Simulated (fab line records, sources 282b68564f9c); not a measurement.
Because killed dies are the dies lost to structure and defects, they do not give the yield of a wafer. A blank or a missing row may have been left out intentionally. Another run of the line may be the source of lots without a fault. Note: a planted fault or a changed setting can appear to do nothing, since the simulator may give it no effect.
Split-lot experiment    flow rit-cmos    5 lots, 23 wafers read, on a route of 202 steps

## ON THE SPLIT
At RIT_M1_COAT_04 (resist thk 1300 nm), the setting resist-thk-nm was moved away from the recipe's 1300 nm on 7 of the 23 wafers read, by -2.5% to +2.1%. The other wafers ran this setting at the recipe's value.

Reading taken at the split's own step.

## THE READING
NOVOLAK_of_M1_COAT_04.thk-nm (the simulator's own value, which no gauge read), in nm, at RIT_M1_COAT_04 (resist thk 1300 nm). No usual value for it is given in the file. The 16 wafers here that ran the recipe average 1298 nm, standard deviation 5.3 nm.

wafer   tool, chamber at the split  resist-thk-nm as run, nm  against the recipe  NOVOLAK_of_M1_COAT_04.thk-nm, nm  against lot-mates on the recipe
L074.1  litho-track-02, 0           1300                      recipe              1299                              -
L074.3  litho-track-02, 0           1300                      recipe              1298                              -
L074.5  litho-track-02, 0           1300                      recipe              1303                              -
L075.1  litho-track-04, 0           1300                      recipe              1288                              -
L075.2  litho-track-04, 0           1300                      recipe              1286                              -
L075.4  litho-track-04, 0           1300                      recipe              1289                              -
L075.5  litho-track-04, 0           1268                      -2.5%               1255                              -33
L075.6  litho-track-04, 0           1268                      -2.5%               1260                              -28
L077.1  litho-track-04, 0           1275                      -1.9%               1281                              -20
L077.2  litho-track-04, 0           1300                      recipe              1300                              -
L077.3  litho-track-04, 0           1275                      -1.9%               1280                              -21
L077.4  litho-track-04, 0           1300                      recipe              1302                              -
L077.5  litho-track-04, 0           1275                      -1.9%               1275                              -26
L081.1  litho-track-02, 0           1300                      recipe              1296                              -
L081.2  litho-track-02, 0           1327                      +2.1%               1322                              +25
L081.3  litho-track-02, 0           1327                      +2.1%               1325                              +28
L081.5  litho-track-02, 0           1300                      recipe              1297                              -
L081.6  litho-track-02, 0           1300                      recipe              1299                              -
L083.1  litho-track-01, 0           1300                      recipe              1301                              -
L083.3  litho-track-01, 0           1300                      recipe              1301                              -
L083.5  litho-track-01, 0           1300                      recipe              1301                              -
L083.2  litho-track-01, 0           1300                      recipe              1304                              -
L083.4  litho-track-01, 0           1300                      recipe              1300                              -

THE FIT
A straight line over all 23 wafers: NOVOLAK_of_M1_COAT_04.thk-nm changes by +13 nm for each +1% of resist-thk-nm; r = +0.94; the points scatter about the line by 5.9 nm.
The same after taking each lot's own level away (the mean of its wafers on the recipe; 23 wafers): +12.2 nm for each +1%; r = +0.99; scatter 1.9 nm.
Per that fit: largest resist-thk-nm move, reading shift of 30 nm.
The span of the lots' own levels, 1287.7 to 1301.4 nm, comes to 2.6 times the standard deviation stated above.
Hence the lot-to-lot level has little effect on the slope; both slopes agree.
Check: with one of the wafers moved furthest among these (-2.5%) left out of the fit, the line predicts -29 nm for it against its lot-mates. It came out at -32.7 nm against them.

## THESE WAFERS: OTHER SPLITS
Other splits were also applied to these wafers ahead of the reading. Each is held against what the fit with the lots' levels taken away leaves over:
other split on the same wafers  wafers away from the commonest value  r with NOVOLAK_of_M1_COAT_04.thk-nm (lot level and that fit taken away)
RIT_PLDD_HARDBAKE_07 temp-c     5                                     +0.16
RIT_NSD_SOFTBAKE_02 temp-c      8                                     -0.06
RIT_NSD_IMPLANT_08 energy-kev   6                                     +0.01
RIT_SDANNEAL_RTA_03 time-s      9                                     +0.32
RIT_CONTACT_EXPOSE_05 dose-mj   11                                    +0.12
RIT_CONTACT_ETCH_11 rf-w        6                                     +0.25

## THE FILE'S OWN FIT
NOVOLAK_of_M1_COAT_04.thk-nm changes by +12.2 nm for each +1% of resist-thk-nm, r = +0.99.
